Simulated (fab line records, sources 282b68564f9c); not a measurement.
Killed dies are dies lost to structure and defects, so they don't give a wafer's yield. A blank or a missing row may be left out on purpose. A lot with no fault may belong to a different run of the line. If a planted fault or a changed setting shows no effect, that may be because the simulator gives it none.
fab line records	flow rit_cmos	part 2 of 2: steps 36 to 36 of 36
record lots=5	wafers=23
route steps=202 shown ACTIVE@9 NWELL@29 PWELL@40 WELLDRIVE@50 NRETRO@54 GATE@81 M1@202
start_h: hours from the record's first day to the start of the lot's first wafer shown	wait_h: hours since the lot's step before	" as in the row above	L1.1+2: several wafers, shown together as one row	- no value, or no start given	* or withheld: withheld	< > ~ a bound
route shown NAME@n: a module of which the file shows steps, and the number in the route of the first	usual: average and standard deviation across the fault-free wafers	same: alike in all rows	chamber/n: place in a boat	sites: readings site by site	_std_site: how widely they spread, as a standard deviation	_edge_site: inner sites' mean taken away from outer sites' mean	radius_mm: for every site, how far away it sits from the centre of the wafer	mask NAME#n: copy n	behind: the most recent tool/chamber to have shaped the wafer	hold: what put the lot on hold/how long, in hours/how the hold closed	device: the transistor (n, p or np) that didn't switch	end of line: the route-end tests of the same wafers	step lacking rows: just its recipe	killed: dies lost to structure and defects at the first sort, not the wafer's yield	map: a wafer's dies, marking killed ones x, the rest . and places with no die _
set.NAME: the setting as run; set.NAME@STEP: as run at that earlier step	model.NAME: the simulator's own value behind a step, which no gauge read
one table per step and one row per wafer, for lots whose settings were changed on purpose
## steps
# step RIT_M1_PROBE_99
# usual killed_at_front_end=8/3.4	killed_dies=8/3.4	killed_open=3.6/2.4	killed_short=4.0/1.9
# same gross_dies=264	killed_at_M0_to_M3=0	killed_at_M4_up=0	killed_at_back_side=0	killed_at_contacts=0	killed_at_other=0
lot.wafer	tool	chamber	start_h	wait_h	set.temp_c@GATE_OXIDATION_05	killed_at_front_end	killed_dies	killed_open	killed_short	model.etest.nmos_0p3.r_on_ohm_um	model.etest.nmos_turned.drive_ua_um	model.etest.pmos_0p3.r_on_ohm_um
L075.1	prober-02	-	63.58	0.1	887	18	18	12	6	1867	461.7	5140
L075.2	prober-02	-	63.63	0.1	887	14	14	6	8	1900	451.2	5168
L075.4	prober-02	-	63.73	0.2	887	5	5	3	2	1914	461.1	5107
L075.5	prober-02	-	63.78	0.2	887	5	5	4	1	1899	439	5177
L075.6	prober-02	-	63.83	0.2	887	5	5	2	3	1917	450.7	5138
L076.1	prober-01	-	67.74	0.1	888.7	8	8	4	4	1873	466.7	5077
L076.2	prober-01	-	67.79	0.1	888.7	11	11	5	3	1944	432	5467
L076.3	prober-01	-	67.84	0.2	888.7	3	3	2	1	1861	461.7	5156
L076.4	prober-01	-	67.89	0.2	888.7	6	6	2	4	1856	459.8	5293
L076.6	prober-01	-	67.99	0.2	888.7	3	3	1	1	1915	426.1	5481
L078.1	prober-01	-	76.40	0.1	876.2	15	15	9	5	-	-	-
L078.2	prober-01	-	76.45	0.1	876.2	7	7	2	5	-	-	-
L078.3	prober-01	-	76.50	0.2	876.2	11	11	4	7	-	-	-
L078.4	prober-01	-	76.55	0.2	876.2	13	13	9	4	-	-	-
L078.5	prober-01	-	76.60	0.2	876.2	7	7	5	2	-	-	-
L081.1	prober-02	-	91.40	0.1	875.6	5	5	1	4	-	-	-
L081.2	prober-02	-	91.45	0.1	875.6	8	8	4	4	-	-	-
L081.3	prober-02	-	91.50	0.2	875.6	7	7	2	2	-	-	-
L081.4	prober-02	-	91.55	0.2	875.6	5	5	2	2	-	-	-
L081.5	prober-02	-	91.60	0.2	875.6	6	6	2	4	-	-	-
L085.1	prober-02	-	113.67	0.1	900	8	8	4	4	2189	293.7	6304
L085.4	prober-02	-	113.82	0.2	900	7	7	4	3	2181	297.3	6277
L085.6	prober-02	-	113.92	0.2	900	15	15	7	8	2192	305.3	6384
# killed by level:class
L075.1 FOX1:geometric_particle:open=3 FOX2:geometric_particle:open=3 SPACER:geometric_particle:short=3 GATE:geometric_particle:open=2 SPACER:geometric_particle:open=2 FOX1:geometric_particle:short=1 SILICIDE:geometric_particle:open=1 GATE:geometric_particle:short=1
L075.2 SILICIDE:geometric_particle:short=4 FOX1:geometric_particle:short=2 FOX2:geometric_particle:open=2 GATE:geometric_particle:open=2 GATE:geometric_particle:short=1 REOX:geometric_particle:open=1 SILICIDE:geometric_particle:open=1 SPACER:geometric_particle:short=1
L075.4 FOX2:geometric_particle:short=2 FOX1:geometric_particle:open=1 FOX2:geometric_particle:open=1 REOX:geometric_particle:open=1
L075.5 FOX1:geometric_particle:open=2 SILICIDE:geometric_particle:open=2 REOX:geometric_particle:short=1
L075.6 SPACER:geometric_particle:short=2 FOX1:geometric_particle:open=1 SPACER:geometric_particle:open=1 SILICIDE:geometric_particle:short=1
L076.1 FOX1:geometric_particle:open=2 SPACER:geometric_particle:short=2 FOX1:geometric_particle:short=1 GATE:geometric_particle:short=1 SPACER:geometric_particle:open=1 SILICIDE:geometric_particle:open=1
L076.2 GATE:area_develop=3 GATE:geometric_particle:open=2 SPACER:geometric_particle:open=2 FOX1:geometric_particle:short=1 FOX1:geometric_particle:open=1 REOX:geometric_particle:short=1 SPACER:geometric_particle:short=1
L076.3 FOX1:geometric_particle:open=1 SPACER:geometric_particle:open=1 SPACER:geometric_particle:short=1
L076.4 FOX1:geometric_particle:short=2 SPACER:geometric_particle:short=2 FOX1:geometric_particle:open=1 SPACER:geometric_particle:open=1
L076.6 FOX1:geometric_particle:open=1 GATE:geometric_particle:short=1 GATE:area_develop=1
L078.1 GATE:geometric_particle:open=5 FOX1:geometric_particle:short=3 FOX1:geometric_particle:open=2 GATE:geometric_particle:short=2 REOX:geometric_particle:open=1 SPACER:geometric_particle:open=1 GATE:area_develop=1
L078.2 FOX1:geometric_particle:short=4 GATE:geometric_particle:open=2 REOX:geometric_particle:short=1
L078.3 GATE:geometric_particle:short=3 GATE:geometric_particle:open=3 SPACER:geometric_particle:short=2 FOX1:geometric_particle:short=1 REOX:geometric_particle:short=1 SILICIDE:geometric_particle:open=1
L078.4 FOX1:geometric_particle:open=3 FOX2:geometric_particle:open=3 GATE:geometric_particle:short=2 FOX1:geometric_particle:short=1 GATE:geometric_particle:open=1 SPACER:geometric_particle:open=1 SILICIDE:geometric_particle:short=1 SILICIDE:geometric_particle:open=1
L078.5 FOX1:geometric_particle:open=2 FOX1:geometric_particle:short=1 GATE:geometric_particle:short=1 REOX:geometric_particle:open=1 SPACER:geometric_particle:open=1 SILICIDE:geometric_particle:open=1
L081.1 FOX1:geometric_particle:short=3 FOX1:geometric_particle:open=1 SPACER:geometric_particle:short=1
L081.2 REOX:geometric_particle:short=2 FOX1:geometric_particle:short=1 FOX1:geometric_particle:open=1 GATE:geometric_particle:open=1 SPACER:geometric_particle:short=1 SPACER:geometric_particle:open=1 SILICIDE:geometric_particle:open=1
L081.3 GATE:area_develop=3 REOX:geometric_particle:open=2 FOX1:geometric_particle:short=1 GATE:geometric_particle:short=1
L081.4 GATE:geometric_particle:open=1 GATE:geometric_particle:short=1 REOX:geometric_particle:short=1 SPACER:geometric_particle:open=1 GATE:area_develop=1
L081.5 FOX1:geometric_particle:short=1 GATE:geometric_particle:short=1 GATE:geometric_particle:open=1 REOX:geometric_particle:short=1 SPACER:geometric_particle:short=1 SPACER:geometric_particle:open=1
L085.1 GATE:geometric_particle:open=2 SPACER:geometric_particle:short=2 GATE:geometric_particle:short=1 REOX:geometric_particle:short=1 SPACER:geometric_particle:open=1 SILICIDE:geometric_particle:open=1
L085.4 GATE:geometric_particle:open=2 GATE:geometric_particle:short=1 REOX:geometric_particle:short=1 REOX:geometric_particle:open=1 SPACER:geometric_particle:short=1 SILICIDE:geometric_particle:open=1
L085.6 GATE:geometric_particle:open=4 FOX2:geometric_particle:short=3 GATE:geometric_particle:short=3 FOX1:geometric_particle:short=2 FOX1:geometric_particle:open=1 REOX:geometric_particle:open=1 SPACER:geometric_particle:open=1
## key
split step=RIT_ACTIVE_EXPOSE_08	setting=dose_mj	stated=225	by=wafer
response step=RIT_ACTIVE_CD_MEAS_11	reading=cd_nm	change=-2.86	per=1%	r=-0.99
response step=RIT_ACTIVE_ETCH_13	reading=model.ACTIVE.cd_nm	change=-2.87	per=1%	r=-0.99
response step=RIT_ACTIVE_CD_MEAS_90	reading=cd_nm	change=-2.86	per=1%	r=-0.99
split step=RIT_NWELL_COAT_01	setting=resist_thk_nm	stated=1300	by=wafer
response step=RIT_NWELL_COAT_01	reading=model.NOVOLAK_of_NWELL_COAT_01.thk_nm	change=+12.7	per=1%	r=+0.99
response step=RIT_NWELL_HARDBAKE_07	reading=model.NOVOLAK_of_NWELL_COAT_01.thk_nm	change=+11	per=1%	r=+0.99
split step=RIT_NWELL_IMPLANT_08	setting=dose_cm2	stated=5e+13	by=wafer
response step=RIT_NWELL_TW_MEAS_10	reading=NWELL_TW	change=+7.76	per=1%	r=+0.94
response step=RIT_WELLDRIVE_RS_MEAS_01	reading=NWELL_RS	change=-1.62	per=1%	r=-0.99
split step=RIT_PWELL_COAT_01	setting=resist_thk_nm	stated=1300	by=wafer
response step=RIT_PWELL_COAT_01	reading=model.NOVOLAK_of_PWELL_COAT_01.thk_nm	change=+13.1	per=1%	r=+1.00
response step=RIT_PWELL_HARDBAKE_07	reading=model.NOVOLAK_of_PWELL_COAT_01.thk_nm	change=+11.3	per=1%	r=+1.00
split step=RIT_PWELL_IMPLANT_08	setting=dose_cm2	stated=7e+13	by=wafer
response step=RIT_PWELL_TW_MEAS_10	reading=PWELL_TW	change=+2.97	per=1%	r=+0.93
response step=RIT_WELLDRIVE_RS_MEAS_02	reading=PWELL_RS	change=-2.69	per=1%	r=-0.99
split step=RIT_NRETRO_COAT_01	setting=spin_rpm	stated=2000	by=wafer
response step=RIT_NRETRO_COAT_01	reading=model.NOVOLAK_of_NRETRO_COAT_01.thk_nm	change=-6.42	per=1%	r=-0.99
response step=RIT_NRETRO_HARDBAKE_07	reading=model.NOVOLAK_of_NRETRO_COAT_01.thk_nm	change=-5.52	per=1%	r=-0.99
split step=RIT_GATE_OXIDATION_05	setting=temp_c	stated=900	by=lot
response step=RIT_GATE_OXIDATION_05	reading=model.SiO2_of_GATE_OXIDATION_05.thk_nm	change=+0.257	per=1%	r=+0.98
response step=RIT_GATE_THK_MEAS_07	reading=GATE_OXIDE_THK	change=+0.247	per=1%	r=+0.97
response step=RIT_M1_PROBE_99	reading=model.etest.pmos_0p3.r_on_ohm_um	change=+815	per=1%	r=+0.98
response step=RIT_M1_PROBE_99	reading=model.etest.nmos_0p3.r_on_ohm_um	change=+211	per=1%	r=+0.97
response step=RIT_M1_PROBE_99	reading=model.etest.nmos_turned.drive_ua_um	change=-111	per=1%	r=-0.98
